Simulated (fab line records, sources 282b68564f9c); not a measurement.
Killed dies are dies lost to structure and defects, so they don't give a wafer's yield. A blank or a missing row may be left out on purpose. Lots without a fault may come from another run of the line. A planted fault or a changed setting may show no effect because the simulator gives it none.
Split-lot experiment | flow rit_cmos | 5 lots, 23 wafers read, on a route of 202 steps

THE SPLIT
At RIT_SPACER_CVD_03 (deposits Si3N4 from SiH2Cl2/NH3, target thk 250 nm, time 3300 s), the setting temp_c was moved away from the recipe's 810 C on 20 of the 23 wafers read, by -2.2% to +1.5%. The other wafers ran this setting at the recipe's value.

FROM THE SPLIT TO THE READING: what the file shows between them, 1 step
- RIT_SPACER_THK_MEAS_04

THE READING
oes_product_au, in a.u., at RIT_SPACER_ETCHBACK_05 (etches Si3N4 in SF6/CHF3, stops on SiO2, target depth 250 nm, time 240 s). Fault-free wafers of this fab line usually give 0.851 a.u., standard deviation 0.01 a.u..

wafer  | tool, chamber at the split | temp_c as run, C | against the recipe | oes_product_au, a.u. | against lot-mates on the recipe
L074.2 | lpcvd-01, 1                | 810              | recipe             | 0.850                | -
L074.3 | lpcvd-01, 1                | 810              | recipe             | 0.839                | -
L074.5 | lpcvd-01, 1                | 810              | recipe             | 0.852                | -
L075.1 | -, -                       | 822              | +1.5%              | 0.992                | no lot-mate on the recipe
L075.3 | -, -                       | 822              | +1.5%              | 1.017                | no lot-mate on the recipe
L075.4 | -, -                       | 822              | +1.5%              | 0.981                | no lot-mate on the recipe
L075.5 | -, -                       | 822              | +1.5%              | 0.996                | no lot-mate on the recipe
L075.6 | -, -                       | 822              | +1.5%              | 1.016                | no lot-mate on the recipe
L077.2 | -, -                       | 820.1            | +1.2%              | 0.982                | no lot-mate on the recipe
L077.3 | -, -                       | 820.1            | +1.2%              | 0.962                | no lot-mate on the recipe
L077.4 | -, -                       | 820.1            | +1.2%              | 0.985                | no lot-mate on the recipe
L077.5 | -, -                       | 820.1            | +1.2%              | 0.965                | no lot-mate on the recipe
L077.6 | -, -                       | 820.1            | +1.2%              | 0.956                | no lot-mate on the recipe
L079.1 | -, -                       | 792.1            | -2.2%              | 0.678                | no lot-mate on the recipe
L079.3 | -, -                       | 792.1            | -2.2%              | 0.680                | no lot-mate on the recipe
L079.4 | -, -                       | 792.1            | -2.2%              | 0.687                | no lot-mate on the recipe
L079.5 | -, -                       | 792.1            | -2.2%              | 0.682                | no lot-mate on the recipe
L079.6 | -, -                       | 792.1            | -2.2%              | 0.688                | no lot-mate on the recipe
L084.1 | -, -                       | 822.4            | +1.5%              | 0.990                | no lot-mate on the recipe
L084.3 | -, -                       | 822.4            | +1.5%              | 0.995                | no lot-mate on the recipe
L084.4 | -, -                       | 822.4            | +1.5%              | 0.989                | no lot-mate on the recipe
L084.5 | -, -                       | 822.4            | +1.5%              | 0.991                | no lot-mate on the recipe
L084.6 | -, -                       | 822.4            | +1.5%              | 1.000                | no lot-mate on the recipe

THE FIT
A straight line over all 23 wafers: oes_product_au changes by +0.0846 a.u. for each +1% of temp_c; r = +1.00; the points scatter about the line by 0.013 a.u..
Too few moved wafers have a lot-mate on the recipe to fit a line with each lot's own level taken away.

THE WHOLE CHAIN: every reading that the file lists as answering this split, in the file's order
step                   | what it does                                                             | reading                                                                        | change (the file's fit)                  | r (the file's)
RIT_SPACER_CVD_03      | deposits Si3N4 from SiH2Cl2/NH3, target thk 250 nm, time 3300 s          | Si3N4_of_SPACER_CVD_03.thk_nm (the simulator's own value, which no gauge read) | +34.2 nm for each +1% of the setting     | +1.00
RIT_SPACER_THK_MEAS_04 |                                                                          | SPACER_NITRIDE_THK                                                             | +34.2 for each +1% of the setting        | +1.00
RIT_SPACER_ETCHBACK_05 | etches Si3N4 in SF6/CHF3, stops on SiO2, target depth 250 nm, time 240 s | oes_product_au                                                                 | +0.0846 a.u. for each +1% of the setting | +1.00
RIT_SPACER_ETCHBACK_05 | etches Si3N4 in SF6/CHF3, stops on SiO2, target depth 250 nm, time 240 s | etch.depth_nm (the simulator's own value, which no gauge read)                 | +34.4 nm for each +1% of the setting     | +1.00
RIT_SPACER_ETCHBACK_05 | etches Si3N4 in SF6/CHF3, stops on SiO2, target depth 250 nm, time 240 s | Si3N4_of_SPACER_CVD_03.thk_nm (the simulator's own value, which no gauge read) | +26.9 nm for each +1% of the setting     | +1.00

THE FILE'S OWN FIT
oes_product_au changes by +0.0846 a.u. for each +1% of temp_c, r = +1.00.
